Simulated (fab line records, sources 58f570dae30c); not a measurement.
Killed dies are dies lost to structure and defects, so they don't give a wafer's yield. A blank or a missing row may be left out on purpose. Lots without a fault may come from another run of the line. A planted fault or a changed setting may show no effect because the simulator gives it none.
fab line records | flow berkeley_cmos170
record lots=16 wafers=48 last_day=12
route steps=331 shown PVT@118
lots that met no fault: from a run of the same line without faults
start_h: hours from the record's first day to the start of the lot's first wafer shown | wait_h: hours since the lot's step before | " the same as in the row above | L1.1+2: a row that stands for several wafers | - no value, or no start given | * or withheld: withheld | < > ~ a bound
route shown NAME@n: a module of which the file shows steps, and the number in the route of the first | usual: mean/standard deviation of fault-free wafers | same: alike in all rows | chamber/n: place in a boat | sites: the reading at each site | _std_site: their standard deviation | _edge_site: outer sites' mean less inner sites' | radius_mm: how far each site lies from the wafer's centre | mask NAME#n: copy n | behind: the tool/chamber that last shaped the wafer | hold: why the lot was held/for how many hours/how that ended | device: the transistor (n, p or np) that didn't switch | end of line: the same wafers' tests at the end of the route | a step without rows: its recipe alone | killed: dies lost to structure and defects at the first sort, not the wafer's yield | map: a wafer's dies, x killed, . not, _ none there
set.NAME: the setting as run; set.NAME@STEP: as run at that earlier step | model.NAME: the simulator's own value behind a step, which no gauge read
steps of the route over a sample of lots; a table a step, a row a wafer
services: from which hour (start_h, from the record's first day; less than 0 if before it) a tool's chamber was out of use, for how many hours, and why
## steps
# step UCB170_PVT_EXPOSE_03
# recipe mask_id=NWELL target_cd_nm=3000 na=0.5 sigma_outer=0.6 source_shape=conventional dose_mj=30
# usual focus_offset_nm=0.0/0.52 stage_vel_mm_s=499.99/0.26
# columns lot.wafer tool chamber start_h wait_h mask focus_offset_nm stage_vel_mm_s
L798.2 krf_scanner-01 0 140.18 0.1 NWELL#0 -0.2 500.46
L798.5 " 0 " " NWELL#0 -0.2 500.13
L798.6 " 0 " " NWELL#0 -0.6 500.26
L800.2 krf_scanner-02 0 140.76 0.2 NWELL#0 0.1 500.24
L800.5 " 0 " " NWELL#0 0.8 499.67
L800.6 " 0 " " NWELL#0 0.0 500.29
L799.1 krf_scanner-01 0 140.98 0.3 NWELL#0 -0.5 500.63
L799.2 " 0 " " NWELL#0 -1.0 499.85
L799.5 " 0 " " NWELL#0 -0.7 500.06
L801.1 krf_scanner-01 0 150.36 0.1 NWELL#0 0.6 500.04
L801.3 " 0 " " NWELL#0 0.5 499.89
L801.4 " 0 " " NWELL#0 -0.3 500.06
L802.3 krf_scanner-02 0 150.80 0.2 NWELL#0 -1.1 499.71
L802.4 " 0 " " NWELL#0 0.2 500.13
L802.5 " 0 " " NWELL#0 -0.1 500.02
L805.2 krf_scanner-01 0 166.13 0.2 NWELL#0 0.5 500.12
L805.3 " 0 " " NWELL#0 1.0 499.97
L805.5 " 0 " " NWELL#0 0.4 499.77
L804.3 krf_scanner-02 0 166.39 0.5 NWELL#0 0.1 499.52
L804.5 " 0 " " NWELL#0 0.1 499.97
L804.6 " 0 " " NWELL#0 0.2 499.71
L803.2 krf_scanner-02 0 166.79 0.1 NWELL#0 -0.3 500.35
L803.3 " 0 " " NWELL#0 0.1 500.05
L803.4 " 0 " " NWELL#0 0.1 500.15
L806.3 krf_scanner-01 0 175.73 0.3 NWELL#0 0.2 499.99
L806.5 " 0 " " NWELL#0 -0.3 499.79
L806.6 " 0 " " NWELL#0 -0.3 499.63
L807.2 krf_scanner-02 0 175.95 0.4 NWELL#0 -0.2 499.53
L807.4 " 0 " " NWELL#0 -0.8 499.83
L807.6 " 0 " " NWELL#0 -0.5 499.81
L809.3 krf_scanner-01 0 185.38 0.2 NWELL#0 -0.7 500.06
L809.5 " 0 " " NWELL#0 -0.3 500.05
L809.6 " 0 " " NWELL#0 -0.2 499.93
L811.1 krf_scanner-01 0 185.50 0.1 NWELL#0 -0.6 499.79
L811.2 " 0 " " NWELL#0 -0.3 499.38
L811.3 " 0 " " NWELL#0 -0.5 500.02
L808.1 krf_scanner-01 0 185.62 0.2 NWELL#0 -0.5 500.01
L808.3 " 0 " " NWELL#0 0.0 499.86
L808.6 " 0 " " NWELL#0 -0.2 500.06
L810.1 krf_scanner-01 0 187.01 0.1 NWELL#0 -0.3 499.97
L810.2 " 0 " " NWELL#0 0.6 499.89
L810.6 " 0 " " NWELL#0 0.6 499.81
L812.3 krf_scanner-01 0 211.56 0.2 NWELL#0 -0.2 499.95
L812.4 " 0 " " NWELL#0 -0.9 499.80
L812.5 " 0 " " NWELL#0 0.1 499.68
L819.1 krf_scanner-02 0 234.72 0.3 NWELL#0 -0.2 500.39
L819.2 " 0 " " NWELL#0 -0.5 500.15
L819.5 " 0 " " NWELL#0 0.1 500.59
# step UCB170_PVT_OVL_MEAS_06
# usual PVT_OVL=-2/4.2
# columns lot.wafer tool chamber start_h wait_h PVT_OVL[nm]
L798.2 overlay-01 - 141.28 - -9
L798.5 " - " " -6
L798.6 " - " " -3
L799.1 overlay-02 - 141.61 - 0
L799.2 " - " " 7
L799.5 " - " " -9
L800.2 overlay-01 - 141.62 - -2
L800.5 " - " " -1
L800.6 " - " " 3
L801.1 overlay-01 - 150.75 - 3
L801.3 " - " " -5
L801.4 " - " " 2
L802.3 overlay-01 - 151.20 - 3
L802.4 " - " " 3
L802.5 " - " " 3
L805.2 overlay-01 - 166.72 - -5
L805.3 " - " " -2
L805.5 " - " " -4
L804.3 overlay-02 - 166.76 - -1
L804.5 " - " " -3
L804.6 " - " " -15
L803.2 overlay-01 - 167.27 - 0
L803.3 " - " " -4
L803.4 " - " " 0
L806.3 overlay-01 - 176.25 - -9
L806.5 " - " " -6
L806.6 " - " " 1
L807.2 overlay-02 - 176.37 - -4
L807.4 " - " " 2
L807.6 " - " " -5
L809.3 overlay-01 - 186.06 - 2
L809.5 " - " " -2
L809.6 " - " " -5
L811.1 overlay-02 - 186.10 - 512
L811.2 " - " " 519
L811.3 " - " " 515
L808.1 overlay-01 - 186.22 - 518
L808.3 " - " " 521
L808.6 " - " " 526
L810.1 overlay-01 - 187.56 - 530
L810.2 " - " " 518
L810.6 " - " " 524
L812.3 overlay-02 - 212.41 - 520
L812.4 " - " " 518
L812.5 " - " " 512
L819.1 overlay-01 - 235.93 - 2
L819.2 " - " " 4
L819.5 " - " " 0
## services
# columns tool chamber start_h hours kind
krf_scanner-01 - 166.68 1.0 pm
krf_scanner-02 0 168.30 - calibration
krf_scanner-02 - 185.41 1.3 pm
krf_scanner-02 - 210.46 1.0 pm
krf_scanner-01 - 211.75 1.3 pm
## key
first_sign step=UCB170_PVT_OVL_MEAS_06 reading=PVT_OVL direction=up sigmas=99+ usual=-2 struck=519
effect none on later readings
met_at UCB170_PVT_EXPOSE_03
struck_lots L808,L810,L811,L812
tester_left_out L808,L810,L811,L812
fault kind=scanner_matching_overlay tool=krf_scanner-01 chamber=- onset_h=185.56 steps=UCB170_PVT_EXPOSE_03 offset=521.25
# tester_left_out: of these lots the tester's yield and bins aren't shown, on N5 and GAA mostly nor the transistor test; their killed dies are dies lost to structure and defects alone, not to doping, threshold or leakage, so they don't give the yield
